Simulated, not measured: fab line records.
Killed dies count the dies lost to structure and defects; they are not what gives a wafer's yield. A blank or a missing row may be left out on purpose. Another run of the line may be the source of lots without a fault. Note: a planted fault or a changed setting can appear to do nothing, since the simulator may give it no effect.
fab line records + flow ritCmos
record:
- lots: 14
- wafers: 42
- lastDay: 7
route steps=202 shown ACTIVE@15 PRETRO@74 PLDD@123 NSD@158 M1@202
lots with no fault: from the same line, run without faults
startH: start of the lot's first displayed wafer, in hours after the record's first day + waitH: hours since the lot's step before + " the same as in the row above + L1.1+2: a single row standing in for several wafers + - value missing, or start not given + * or withheld: withheld + < > ~ a bound
route shown NAME@n: NAME is a module with steps in the file, n the number in the route of the first one + usual: mean/standard deviation of fault-free wafers + same: alike in all rows + chamber/n: place in a boat + sites: the reading at each site + _std_site: the standard deviation of these + _edge_site: the outer-site mean with the inner-site mean subtracted + radiusMm: how far each site lies from the wafer's centre + mask NAME#n: copy n + behind: tool/chamber where the wafer was last shaped + hold: what put the lot on hold/how long, in hours/how the hold closed + device: the n, p or np transistor that did not switch + end of line: tests of these same wafers at the route's end + a step without rows: its recipe alone + killed: dies that structure and defects cost at the first sort, which is not the same as the wafer's yield + map: a wafer's dies, x killed, . not, _ none there
set.NAME: the run value of the setting; set.NAME@STEP: its run value at that earlier step + model.NAME: the simulator's own value behind a step, which no gauge read
a sample of lots followed through the steps of the route, with each step as a table and each wafer as a row
services: from which hour (startH, from the record's first day; less than 0 if before it) a tool's chamber was out of use, for how many hours, and why
== steps ==
step: RIT_ACTIVE_STRIP_14
recipe:
- chemistry: O2
- timeS: 180
- resist: NOVOLAK
- platenTempC: withheld
- powerW: 500
- pressureMtorr: 4000
- o2FlowSccm: 4000
usual:
- drypumpMotorCurrentA: 5.9/0.41
- rfReflPowerW: 6.6/0.55
| lot.wafer | tool           | chamber | startH | waitH | drypumpMotorCurrentA | rfHoursCounterH | rfReflPowerW |
|-----------|----------------|---------|--------|-------|----------------------|-----------------|--------------|
| L105.1    | plasmaAsher-01 | 0       | 17.86  | 0.1   | 5.5                  | 37              | 6.3          |
| L105.4    | "              | 0       | "      | "     | 5.5                  | -               | 6.2          |
| L105.5    | "              | 0       | "      | "     | 5.4                  | -               | 6.1          |
| L106.1    | plasmaAsher-03 | 0       | 21.00  | 0.1   | 5.9                  | 38              | 6.8          |
| L106.3    | "              | 0       | "      | "     | 5.9                  | -               | 6.4          |
| L106.6    | "              | 0       | "      | "     | 5.8                  | -               | 7.0          |
| L107.3    | plasmaAsher-01 | 1       | 25.29  | 0.1   | 6.5                  | -               | 6.1          |
| L107.4    | "              | 0       | "      | "     | 5.4                  | -               | 6.4          |
| L107.5    | "              | 0       | "      | "     | 5.4                  | -               | 6.2          |
| L109.1    | plasmaAsher-01 | 1       | 35.49  | 0.1   | 6.5                  | 39              | 6.4          |
| L109.2    | "              | 0       | "      | "     | 5.4                  | 39              | 6.2          |
| L109.3    | "              | 0       | "      | "     | 5.4                  | -               | 6.3          |
| L110.1    | plasmaAsher-02 | 0       | 40.74  | 0.1   | 6.0                  | 40              | 7.6          |
| L110.3    | "              | 0       | "      | "     | 6.0                  | -               | 7.5          |
| L110.4    | "              | 1       | "      | "     | 5.4                  | -               | 6.2          |
| L111.2    | plasmaAsher-03 | 0       | 46.49  | 0.1   | 5.9                  | 41              | 6.8          |
| L111.3    | "              | 1       | "      | "     | 5.7                  | -               | 7.5          |
| L111.6    | "              | 1       | "      | "     | 5.6                  | -               | 7.6          |
| L112.3    | plasmaAsher-01 | 0       | 50.51  | 0.1   | 5.5                  | -               | 6.2          |
| L112.5    | "              | 0       | "      | "     | 5.4                  | -               | 6.4          |
| L112.6    | "              | 1       | "      | "     | 6.5                  | -               | 6.2          |
| L116.1    | plasmaAsher-01 | 0       | 69.84  | 0.1   | 5.5                  | 43              | 6.3          |
| L116.3    | "              | 0       | "      | "     | 5.5                  | -               | 6.2          |
| L116.4    | "              | 1       | "      | "     | 6.5                  | -               | 6.4          |
| L117.1    | plasmaAsher-03 | 0       | 77.14  | 0.1   | 5.8                  | 45              | 6.5          |
| L117.2    | "              | 1       | "      | "     | 5.7                  | 45              | 7.5          |
| L117.6    | "              | 1       | "      | "     | 5.6                  | -               | 7.4          |
| L119.1    | plasmaAsher-01 | 1       | 90.54  | 0.1   | 6.5                  | 46              | 6.2          |
| L119.5    | "              | 1       | "      | "     | 6.5                  | -               | 5.9          |
| L119.6    | "              | 0       | "      | "     | 5.4                  | -               | 6.3          |
| L120.1    | plasmaAsher-03 | 0       | 90.78  | 0.1   | 5.8                  | 46              | 6.6          |
| L120.4    | "              | 1       | "      | "     | 5.7                  | -               | 7.3          |
| L120.5    | "              | 0       | "      | "     | 5.8                  | -               | 6.6          |
| L124.1    | plasmaAsher-03 | 1       | 110.49 | 0.1   | 5.7                  | 47              | 7.4          |
| L124.3    | "              | 1       | "      | "     | 5.7                  | -               | 7.6          |
| L124.5    | "              | 0       | "      | "     | 5.8                  | -               | 6.5          |
| L125.1    | plasmaAsher-03 | 0       | 118.70 | 0.1   | 5.8                  | 49              | 6.7          |
| L125.5    | "              | 1       | "      | "     | 5.6                  | -               | 7.4          |
| L125.6    | "              | 0       | "      | "     | 5.8                  | -               | 6.7          |
| L127.1    | plasmaAsher-03 | 1       | 125.66 | 0.1   | 5.6                  | 50              | 7.5          |
| L127.2    | "              | 0       | "      | "     | 5.9                  | 50              | 6.7          |
| L127.4    | "              | 0       | "      | "     | 5.9                  | -               | 6.7          |
step: RIT_PRETRO_TW_MEAS_10
usual:
- PRETRO_TW: 469/4
| lot.wafer | tool         | chamber | startH | waitH | PRETRO_TW |
|-----------|--------------|---------|--------|-------|-----------|
| L106.1    | filmMetro-01 | -       | 38.31  | 0.1   | 475       |
| L106.3    | "            | -       | "      | "     | 477       |
| L106.6    | "            | -       | "      | "     | 471       |
| L105.1    | filmMetro-03 | -       | 39.12  | 0.1   | 463       |
| L105.4    | "            | -       | "      | "     | 464       |
| L105.5    | "            | -       | "      | "     | 462       |
| L107.3    | filmMetro-03 | -       | 43.90  | 0.1   | 463       |
| L107.4    | "            | -       | "      | "     | 467       |
| L107.5    | "            | -       | "      | "     | 466       |
| L109.1    | filmMetro-03 | -       | 54.60  | 0.1   | 469       |
| L109.2    | "            | -       | "      | "     | 467       |
| L109.3    | "            | -       | "      | "     | 468       |
| L110.1    | filmMetro-03 | -       | 58.43  | 0.1   | 468       |
| L110.3    | "            | -       | "      | "     | 466       |
| L110.4    | "            | -       | "      | "     | 467       |
| L111.2    | filmMetro-01 | -       | 67.57  | 0.1   | 471       |
| L111.3    | "            | -       | "      | "     | 471       |
| L111.6    | "            | -       | "      | "     | 468       |
| L112.3    | filmMetro-01 | -       | 70.14  | 0.1   | 470       |
| L112.5    | "            | -       | "      | "     | 471       |
| L112.6    | "            | -       | "      | "     | 469       |
| L116.1    | filmMetro-03 | -       | 88.97  | 0.1   | 464       |
| L116.3    | "            | -       | "      | "     | 464       |
| L116.4    | "            | -       | "      | "     | 465       |
| L117.1    | filmMetro-02 | -       | 96.17  | 0.1   | 470       |
| L117.2    | "            | -       | "      | "     | 473       |
| L117.6    | "            | -       | "      | "     | 473       |
| L119.1    | filmMetro-01 | -       | 111.57 | 0.1   | 470       |
| L119.5    | "            | -       | "      | "     | 474       |
| L119.6    | "            | -       | "      | "     | 472       |
| L120.1    | filmMetro-02 | -       | 111.78 | 0.1   | 473       |
| L120.4    | "            | -       | "      | "     | 472       |
| L120.5    | "            | -       | "      | "     | 475       |
| L124.1    | filmMetro-02 | -       | 130.41 | 0.1   | 473       |
| L124.3    | "            | -       | "      | "     | 472       |
| L124.5    | "            | -       | "      | "     | 471       |
| L125.1    | filmMetro-01 | -       | 137.01 | 0.1   | 477       |
| L125.5    | "            | -       | "      | "     | 477       |
| L125.6    | "            | -       | "      | "     | 478       |
| L127.1    | filmMetro-03 | -       | 143.01 | 0.1   | 469       |
| L127.2    | "            | -       | "      | "     | 470       |
| L127.4    | "            | -       | "      | "     | 465       |
step: RIT_PLDD_STRIP_09
recipe:
- chemistry: O2
- timeS: 180
- resist: NOVOLAK
- platenTempC: withheld
- powerW: 500
- pressureMtorr: 4000
- o2FlowSccm: 4000
usual:
- drypumpMotorCurrentA: 5.9/0.41
- rfReflPowerW: 6.6/0.54
| lot.wafer | tool           | chamber | startH | waitH | drypumpMotorCurrentA | rfHoursCounterH | rfReflPowerW |
|-----------|----------------|---------|--------|-------|----------------------|-----------------|--------------|
| L105.1    | plasmaAsher-03 | 0       | 54.32  | 0.1   | 5.9                  | 42              | 6.6          |
| L105.4    | "              | 1       | "      | "     | 5.7                  | -               | 7.4          |
| L105.5    | "              | 0       | "      | "     | 5.9                  | -               | 6.6          |
| L106.1    | plasmaAsher-01 | 0       | 54.66  | 0.1   | 5.4                  | 41              | 6.3          |
| L106.3    | "              | 0       | "      | "     | 5.5                  | -               | 6.4          |
| L106.6    | "              | 1       | "      | "     | 6.5                  | -               | 6.1          |
| L107.3    | plasmaAsher-04 | 0       | 60.09  | 0.1   | 6.2                  | -               | 7.2          |
| L107.4    | "              | 1       | "      | "     | 5.5                  | -               | 6.4          |
| L107.5    | "              | 0       | "      | "     | 6.2                  | -               | 7.3          |
| L109.1    | plasmaAsher-01 | 1       | 71.85  | 0.1   | 6.5                  | 43              | 6.3          |
| L109.2    | "              | 0       | "      | "     | 5.5                  | 43              | 6.3          |
| L109.3    | "              | 0       | "      | "     | 5.5                  | -               | 6.4          |
| L110.1    | plasmaAsher-04 | 1       | 72.23  | 0.1   | 5.5                  | 25              | 6.0          |
| L110.3    | "              | 1       | "      | "     | 5.5                  | -               | 6.1          |
| L110.4    | "              | 0       | "      | "     | 6.2                  | -               | 7.4          |
| L111.2    | plasmaAsher-04 | 1       | 84.66  | 0.1   | 5.5                  | 27              | 6.4          |
| L111.3    | "              | 0       | "      | "     | 6.2                  | -               | 7.3          |
| L111.6    | "              | 0       | "      | "     | 6.2                  | -               | 7.4          |
| L112.3    | plasmaAsher-01 | 0       | 87.19  | 0.1   | 5.4                  | -               | 6.2          |
| L112.5    | "              | 1       | "      | "     | 6.5                  | -               | 6.2          |
| L112.6    | "              | 0       | "      | "     | 5.4                  | -               | 6.3          |
| L116.1    | plasmaAsher-01 | 0       | 101.85 | 0.1   | 5.4                  | 48              | 6.4          |
| L116.3    | "              | 1       | "      | "     | 6.5                  | -               | 6.2          |
| L116.4    | "              | 0       | "      | "     | 5.4                  | -               | 6.3          |
| L117.1    | plasmaAsher-04 | 1       | 114.28 | 0.1   | 5.5                  | 31              | 6.2          |
| L117.2    | "              | 0       | "      | "     | 6.2                  | 31              | 7.2          |
| L117.6    | "              | 0       | "      | "     | 6.2                  | -               | 7.2          |
| L119.1    | plasmaAsher-01 | 1       | 129.67 | 0.1   | 6.5                  | 0               | 5.9          |
| L119.5    | "              | 1       | "      | "     | 6.5                  | -               | 6.0          |
| L119.6    | "              | 0       | "      | "     | 5.5                  | -               | 6.3          |
| L120.1    | plasmaAsher-04 | 0       | 130.06 | 0.1   | 6.2                  | 34              | 7.3          |
| L120.4    | "              | 0       | "      | "     | 6.2                  | -               | 7.7          |
| L120.5    | "              | 0       | "      | "     | 6.2                  | -               | 7.5          |
| L124.1    | plasmaAsher-03 | 1       | 144.34 | 0.1   | 5.6                  | 52              | 7.7          |
| L124.3    | "              | 0       | "      | "     | 5.9                  | -               | 6.5          |
| L124.5    | "              | 0       | "      | "     | 5.9                  | -               | 6.6          |
| L125.1    | plasmaAsher-03 | 0       | 149.34 | 0.1   | 5.8                  | 53              | 6.7          |
| L125.5    | "              | 1       | "      | "     | 5.6                  | -               | 7.5          |
| L125.6    | "              | 0       | "      | "     | 5.8                  | -               | 6.8          |
| L127.1    | plasmaAsher-04 | 0       | 155.47 | 0.1   | 6.2                  | 38              | 7.3          |
| L127.2    | "              | 1       | "      | "     | 5.5                  | 38              | 5.9          |
| L127.4    | "              | 1       | "      | "     | 5.5                  | -               | 6.2          |
step: RIT_SDANNEAL_RS_MEAS_05
recipe:
- thkMeasGauge: four-point-probe
usual:
- NSD_RS: 84.55/0.3
| lot.wafer | tool         | chamber | startH | waitH | NSD_RS[ohm/sq] |
|-----------|--------------|---------|--------|-------|----------------|
| L105.1    | filmMetro-04 | -       | 60.56  | 0.1   | 84.43          |
| L105.4    | "            | -       | "      | "     | 84.45          |
| L105.5    | "            | -       | "      | "     | 84.33          |
| L106.1    | filmMetro-01 | -       | 62.12  | 0.1   | 84.08          |
| L106.3    | "            | -       | "      | "     | 84.39          |
| L106.6    | "            | -       | "      | "     | 84.39          |
| L107.3    | filmMetro-04 | -       | 66.79  | 0.1   | 84.01          |
| L107.4    | "            | -       | "      | "     | 83.96          |
| L107.5    | "            | -       | "      | "     | 84.07          |
| L109.1    | filmMetro-01 | -       | 78.13  | 0.1   | 84.50          |
| L109.2    | "            | -       | "      | "     | 84.43          |
| L109.3    | "            | -       | "      | "     | 84.60          |
| L110.1    | filmMetro-02 | -       | 78.55  | 0.1   | 84.78          |
| L110.3    | "            | -       | "      | "     | 84.63          |
| L110.4    | "            | -       | "      | "     | 84.73          |
| L111.2    | filmMetro-01 | -       | 90.93  | 0.1   | 84.96          |
| L111.3    | "            | -       | "      | "     | 85.04          |
| L111.6    | "            | -       | "      | "     | 84.69          |
| L112.3    | filmMetro-04 | -       | 93.70  | 0.1   | 84.35          |
| L112.5    | "            | -       | "      | "     | 84.47          |
| L112.6    | "            | -       | "      | "     | 84.71          |
| L116.1    | filmMetro-04 | -       | 109.06 | 0.1   | 84.88          |
| L116.3    | "            | -       | "      | "     | 84.70          |
| L116.4    | "            | -       | "      | "     | 84.75          |
| L117.1    | filmMetro-02 | -       | 120.64 | 0.1   | 84.38          |
| L117.2    | "            | -       | "      | "     | 84.13          |
| L117.6    | "            | -       | "      | "     | 83.94          |
| L119.1    | filmMetro-04 | -       | 136.38 | 0.1   | 84.86          |
| L119.5    | "            | -       | "      | "     | 84.56          |
| L119.6    | "            | -       | "      | "     | 84.77          |
| L120.1    | filmMetro-01 | -       | 136.45 | 0.1   | 84.45          |
| L120.4    | "            | -       | "      | "     | 84.56          |
| L120.5    | "            | -       | "      | "     | 84.26          |
| L124.1    | filmMetro-01 | -       | 150.93 | 0.1   | 84.71          |
| L124.3    | "            | -       | "      | "     | 84.96          |
| L124.5    | "            | -       | "      | "     | 84.55          |
| L125.1    | filmMetro-01 | -       | 156.25 | 0.1   | 84.68          |
| L125.5    | "            | -       | "      | "     | 84.81          |
| L125.6    | "            | -       | "      | "     | 84.67          |
| L127.1    | filmMetro-01 | -       | 163.15 | 0.1   | 84.46          |
| L127.2    | "            | -       | "      | "     | 84.41          |
| L127.4    | "            | -       | "      | "     | 84.73          |
step: RIT_M1_PROBE_99
usual:
- killed_at_M0_to_M3: 0.0/0.2
- killedAtContacts: 0.0/0.2
- killedAtFrontEnd: 6.8/2.9
- killedDies: 6.8/2.9
- killedOnRim: 1.9/1.4
- killedOpen: 3.3/1.9
- killedShort: 3.5/2
same:
- grossDies: 264
- killed_at_M4_up: 0
- killedAtBackSide: 0
- killedAtOther: 0
| lot.wafer | tool      | chamber | startH | waitH | killed_at_M0_to_M3 | killedAtContacts | killedAtFrontEnd | killedDies | killedOnRim | killedOpen | killedShort |
|-----------|-----------|---------|--------|-------|--------------------|------------------|------------------|------------|-------------|------------|-------------|
| L105.1    | prober-01 | -       | 69.60  | 0.1   | 0                  | 0                | 4                | 4          | 0           | 2          | 2           |
| L105.4    | prober-01 | -       | 69.75  | 0.2   | 0                  | 0                | 7                | 7          | 1           | 1          | 6           |
| L105.5    | prober-01 | -       | 69.80  | 0.2   | 0                  | 0                | 7                | 7          | 2           | 2          | 5           |
| L106.1    | prober-02 | -       | 71.10  | 0.1   | 0                  | 0                | 6                | 6          | 3           | 3          | 2           |
| L106.3    | prober-02 | -       | 71.20  | 0.2   | 0                  | 0                | 3                | 3          | 1           | 3          | 0           |
| L106.6    | prober-02 | -       | 71.35  | 0.2   | 0                  | 0                | 4                | 4          | 0           | 1          | 3           |
| L107.3    | prober-01 | -       | 74.02  | 0.2   | 0                  | 0                | 12               | 12         | 2           | 7          | 5           |
| L107.4    | prober-01 | -       | 74.07  | 0.2   | 0                  | 0                | 6                | 6          | 1           | 1          | 5           |
| L107.5    | prober-01 | -       | 74.12  | 0.2   | 0                  | 0                | 4                | 4          | 1           | 2          | 2           |
| L109.1    | prober-01 | -       | 87.80  | 0.1   | 0                  | 0                | 6                | 6          | 3           | 3          | 3           |
| L109.2    | prober-01 | -       | 87.85  | 0.1   | 0                  | 0                | 6                | 6          | 2           | 2          | 4           |
| L109.3    | prober-01 | -       | 87.90  | 0.2   | 0                  | 0                | 6                | 6          | 4           | 0          | 6           |
| L110.1    | prober-02 | -       | 87.80  | 0.1   | 0                  | 0                | 5                | 5          | 1           | 3          | 2           |
| L110.3    | prober-02 | -       | 87.90  | 0.2   | 0                  | 0                | 4                | 4          | 0           | 4          | 0           |
| L110.4    | prober-02 | -       | 87.95  | 0.2   | 0                  | 0                | 6                | 6          | 2           | 1          | 5           |
| L111.2    | prober-01 | -       | 103.15 | 0.1   | 0                  | 0                | 6                | 6          | 1           | 1          | 5           |
| L111.3    | prober-01 | -       | 103.20 | 0.2   | 0                  | 0                | 3                | 3          | 2           | 1          | 2           |
| L111.6    | prober-01 | -       | 103.35 | 0.2   | 0                  | 0                | 8                | 8          | 1           | 4          | 4           |
| L112.3    | prober-02 | -       | 103.20 | 0.2   | 0                  | 0                | 7                | 7          | 2           | 2          | 5           |
| L112.5    | prober-02 | -       | 103.30 | 0.2   | 0                  | 0                | 4                | 4          | 0           | 2          | 2           |
| L112.6    | prober-02 | -       | 103.35 | 0.2   | 0                  | 0                | 5                | 5          | 0           | 2          | 3           |
| L116.1    | prober-01 | -       | 116.70 | 0.1   | 0                  | 0                | 28               | 28         | 15          | 7          | 4           |
| L116.3    | prober-01 | -       | 116.80 | 0.2   | 0                  | 0                | 31               | 31         | 8           | 3          | 1           |
| L116.4    | prober-01 | -       | 116.85 | 0.2   | 0                  | 0                | 25               | 25         | 9           | 4          | 2           |
| L117.1    | prober-01 | -       | 129.54 | 0.1   | 0                  | 0                | 9                | 9          | 4           | 4          | 5           |
| L117.2    | prober-01 | -       | 129.59 | 0.1   | 0                  | 0                | 11               | 11         | 2           | 8          | 3           |
| L117.6    | prober-01 | -       | 129.79 | 0.2   | 0                  | 0                | 8                | 8          | 3           | 4          | 3           |
| L119.1    | prober-01 | -       | 143.76 | 0.1   | 0                  | 0                | 24               | 24         | 7           | 1          | 1           |
| L119.5    | prober-01 | -       | 143.96 | 0.2   | 0                  | 1                | 28               | 29         | 7           | 1          | 5           |
| L119.6    | prober-01 | -       | 144.01 | 0.2   | 0                  | 0                | 24               | 24         | 8           | 2          | 1           |
| L120.1    | prober-02 | -       | 145.52 | 0.1   | 0                  | 0                | 3                | 3          | 1           | 1          | 2           |
| L120.4    | prober-02 | -       | 145.67 | 0.2   | 0                  | 0                | 7                | 7          | 0           | 4          | 3           |
| L120.5    | prober-02 | -       | 145.72 | 0.2   | 0                  | 0                | 4                | 4          | 3           | 2          | 2           |
| L124.1    | prober-02 | -       | 158.84 | 0.1   | 0                  | 0                | 12               | 12         | 5           | 6          | 6           |
| L124.3    | prober-02 | -       | 158.94 | 0.2   | 0                  | 0                | 7                | 7          | 2           | 3          | 4           |
| L124.5    | prober-02 | -       | 159.04 | 0.2   | 0                  | 0                | 5                | 5          | 1           | 1          | 4           |
| L125.1    | prober-01 | -       | 163.48 | 0.1   | 0                  | 0                | 7                | 7          | 1           | 5          | 2           |
| L125.5    | prober-01 | -       | 163.68 | 0.2   | 0                  | 0                | 14               | 14         | 4           | 7          | 7           |
| L125.6    | prober-01 | -       | 163.73 | 0.2   | 0                  | 0                | 2                | 2          | 2           | 1          | 1           |
| L127.1    | prober-01 | -       | 171.98 | 0.1   | 0                  | 0                | 6                | 6          | 1           | 2          | 4           |
| L127.2    | prober-01 | -       | 172.03 | 0.1   | 0                  | 0                | 7                | 7          | 4           | 3          | 4           |
| L127.4    | prober-01 | -       | 172.13 | 0.2   | 1                  | 0                | 2                | 3          | 0           | 2          | 1           |
killed by level:class
L105.1 FOX1:geometricParticle:short=1 GATE:geometricParticle:short=1 SPACER:geometricParticle:open=1 SILICIDE:geometricParticle:open=1
L105.4 GATE:geometricParticle:short=3 FOX1:geometricParticle:short=1 GATE:geometricParticle:open=1 REOX:geometricParticle:short=1 SILICIDE:geometricParticle:short=1
L105.5 FOX1:geometricParticle:short=2 FOX2:geometricParticle:open=1 GATE:geometricParticle:short=1 REOX:geometricParticle:short=1 SPACER:geometricParticle:short=1 SILICIDE:geometricParticle:open=1
L106.1 REOX:geometricParticle:open=2 GATE:geometricParticle:short=1 GATE:geometricParticle:open=1 REOX:geometricParticle:short=1 NLDD:coatMicrobubblePrinted=1
L106.3 FOX2:geometricParticle:open=1 REOX:geometricParticle:open=1 SILICIDE:geometricParticle:open=1
L106.6 GATE:geometricParticle:short=3 REOX:geometricParticle:open=1
L107.3 SPACER:geometricParticle:open=3 FOX1:geometricParticle:short=2 SILICIDE:geometricParticle:open=2 FOX1:geometricParticle:open=1 GATE:geometricParticle:short=1 GATE:geometricParticle:open=1 REOX:geometricParticle:short=1 SILICIDE:geometricParticle:short=1
L107.4 SPACER:geometricParticle:short=3 SILICIDE:geometricParticle:short=2 SILICIDE:geometricParticle:open=1
L107.5 GATE:geometricParticle:short=2 GATE:geometricParticle:open=1 SILICIDE:geometricParticle:open=1
L109.1 FOX1:geometricParticle:open=1 FOX2:geometricParticle:open=1 FOX2:geometricParticle:short=1 GATE:geometricParticle:short=1 REOX:geometricParticle:short=1 SILICIDE:geometricParticle:open=1
L110.1 FOX1:geometricParticle:open=1 FOX1:geometricParticle:short=1 GATE:geometricParticle:short=1 GATE:geometricParticle:open=1 SILICIDE:geometricParticle:open=1
L109.2 FOX2:geometricParticle:short=1 GATE:geometricParticle:short=1 GATE:geometricParticle:open=1 REOX:geometricParticle:short=1 SPACER:geometricParticle:open=1 SILICIDE:geometricParticle:short=1
L109.3 GATE:geometricParticle:short=2 REOX:geometricParticle:short=2 FOX1:geometricParticle:short=1 FOX2:geometricParticle:short=1
L110.3 GATE:geometricParticle:open=2 SILICIDE:geometricParticle:open=2
L110.4 GATE:geometricParticle:short=2 REOX:geometricParticle:short=2 FOX1:geometricParticle:open=1 SPACER:geometricParticle:short=1
L111.2 GATE:geometricParticle:short=3 REOX:geometricParticle:short=2 SPACER:geometricParticle:open=1
L111.3 GATE:geometricParticle:short=2 FOX2:geometricParticle:open=1
L112.3 GATE:geometricParticle:short=2 GATE:geometricParticle:open=1 REOX:geometricParticle:short=1 SPACER:geometricParticle:short=1 SILICIDE:geometricParticle:short=1 SILICIDE:geometricParticle:open=1
L112.5 GATE:geometricParticle:open=2 GATE:geometricParticle:short=1 REOX:geometricParticle:short=1
L111.6 GATE:geometricParticle:open=3 REOX:geometricParticle:short=2 GATE:geometricParticle:short=1 REOX:geometricParticle:open=1 SPACER:geometricParticle:short=1
L112.6 GATE:geometricParticle:open=2 FOX2:geometricParticle:short=1 GATE:geometricParticle:short=1 REOX:geometricParticle:short=1
L116.1 PLDD:unspecified=17 SPACER:geometricParticle:open=6 GATE:geometricParticle:short=3 FOX1:geometricParticle:short=1 GATE:geometricParticle:open=1
L116.3 PLDD:unspecified=27 FOX2:geometricParticle:open=1 GATE:geometricParticle:open=1 REOX:geometricParticle:open=1 SPACER:geometricParticle:short=1
L116.4 PLDD:unspecified=19 GATE:geometricParticle:open=3 FOX1:geometricParticle:open=1 SPACER:geometricParticle:short=1 SILICIDE:geometricParticle:short=1
L117.1 GATE:geometricParticle:short=2 SILICIDE:geometricParticle:short=2 FOX2:geometricParticle:open=1 GATE:geometricParticle:open=1 REOX:geometricParticle:short=1 REOX:geometricParticle:open=1 SPACER:geometricParticle:open=1
L117.2 GATE:geometricParticle:open=5 GATE:geometricParticle:short=3 FOX1:geometricParticle:open=2 SILICIDE:geometricParticle:open=1
L117.6 SPACER:geometricParticle:open=2 FOX2:geometricParticle:open=1 FOX2:geometricParticle:short=1 GATE:geometricParticle:open=1 GATE:geometricParticle:short=1 SPACER:geometricParticle:short=1 PRETRO:coatMicrobubblePrinted=1
L119.1 PLDD:unspecified=22 ACTIVE:geometricParticle:short=1 SILICIDE:geometricParticle:open=1
L119.5 PLDD:unspecified=23 GATE:geometricParticle:short=4 GATE:geometricParticle:open=1 CONTACT:geometricParticle:short=1
L119.6 PLDD:unspecified=21 FOX1:geometricParticle:open=2 GATE:geometricParticle:short=1
L120.1 GATE:geometricParticle:short=2 FOX1:geometricParticle:open=1
L120.4 FOX1:geometricParticle:open=2 SILICIDE:geometricParticle:open=2 FOX1:geometricParticle:short=1 REOX:geometricParticle:short=1 SILICIDE:geometricParticle:short=1
L120.5 GATE:geometricParticle:short=1 REOX:geometricParticle:open=1 SPACER:geometricParticle:short=1 SPACER:geometricParticle:open=1
L124.1 GATE:geometricParticle:open=3 GATE:geometricParticle:short=3 REOX:geometricParticle:open=2 FOX1:geometricParticle:short=1 SPACER:geometricParticle:open=1 SPACER:geometricParticle:short=1 SILICIDE:geometricParticle:short=1
L124.3 REOX:geometricParticle:short=2 FOX1:geometricParticle:open=1 FOX2:geometricParticle:short=1 SPACER:geometricParticle:open=1 SILICIDE:geometricParticle:open=1 SILICIDE:geometricParticle:short=1
L124.5 GATE:geometricParticle:short=3 FOX1:geometricParticle:short=1 GATE:geometricParticle:open=1
L125.1 SPACER:geometricParticle:open=3 REOX:geometricParticle:open=2 GATE:geometricParticle:short=1 SPACER:geometricParticle:short=1
L125.5 GATE:geometricParticle:open=5 GATE:geometricParticle:short=3 REOX:geometricParticle:short=2 SPACER:geometricParticle:open=2 FOX1:geometricParticle:short=1 SPACER:geometricParticle:short=1
L125.6 FOX1:geometricParticle:short=1 GATE:geometricParticle:open=1
L127.1 REOX:geometricParticle:short=2 FOX1:geometricParticle:short=1 FOX1:geometricParticle:open=1 GATE:geometricParticle:short=1 SILICIDE:geometricParticle:open=1
L127.2 REOX:geometricParticle:open=3 FOX1:geometricParticle:short=1 FOX2:geometricParticle:short=1 GATE:geometricParticle:short=1 REOX:geometricParticle:short=1
L127.4 GATE:geometricParticle:open=1 GATE:geometricParticle:short=1 M1:geometricParticle:open=1
== services ==
| tool           | chamber | startH | hours | kind      |
|----------------|---------|--------|-------|-----------|
| plasmaAsher-01 | -       | 15.29  | 2.2   | repair    |
| plasmaAsher-04 | -       | 22.17  | 2.4   | repair    |
| plasmaAsher-02 | -       | 72.88  | 49.5  | pm        |
| plasmaAsher-03 | -       | 91.42  | 15.0  | pm        |
| plasmaAsher-01 | -       | 106.39 | 14.1  | pm        |
| plasmaAsher-01 | -       | 120.52 | 9.0   | pm        |
| plasmaAsher-01 | 0       | 120.52 | 9.0   | ventCycle |
| plasmaAsher-01 | 1       | 120.52 | 9.0   | ventCycle |
| plasmaAsher-02 | -       | 122.41 | 2.8   | pm        |
| plasmaAsher-01 | 0       | 129.52 | -     | clean     |
| plasmaAsher-01 | 1       | 129.52 | -     | clean     |
== key ==
firstSign:
- step: RIT_M1_PROBE_99
- reading: killedDies
- direction: up
- sigmas: 6.9
- usual: 6.8
- struck: 26.8
effect:
- step: RIT_M1_PROBE_99
- reading: killedAtFrontEnd
- direction: up
- sigmas: 6.8
- usual: 6.8
- struck: 26.7
metAt RIT_PLDD_STRIP_09
struckLots L116,L119
testerLeftOut L116,L119
notActingAt RIT_ACTIVE_STRIP_14,RIT_PRETRO_TW_MEAS_10,RIT_SDANNEAL_RS_MEAS_05
onsetBetween 87.19 101.85
fault:
- kind: chamberParticleSource
- tool: plasmaAsher-01
- chamber: -
- onsetH: 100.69
- steps: RIT_PLDD_STRIP_09
- ratePerVisitCm2: 0.49745
- endH: 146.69
testerLeftOut: of these lots the tester's yield and bins aren't shown, on N5 and GAA mostly nor the transistor test; their killed dies are dies lost to structure and defects alone, not to doping, threshold or leakage, so they don't give the yield
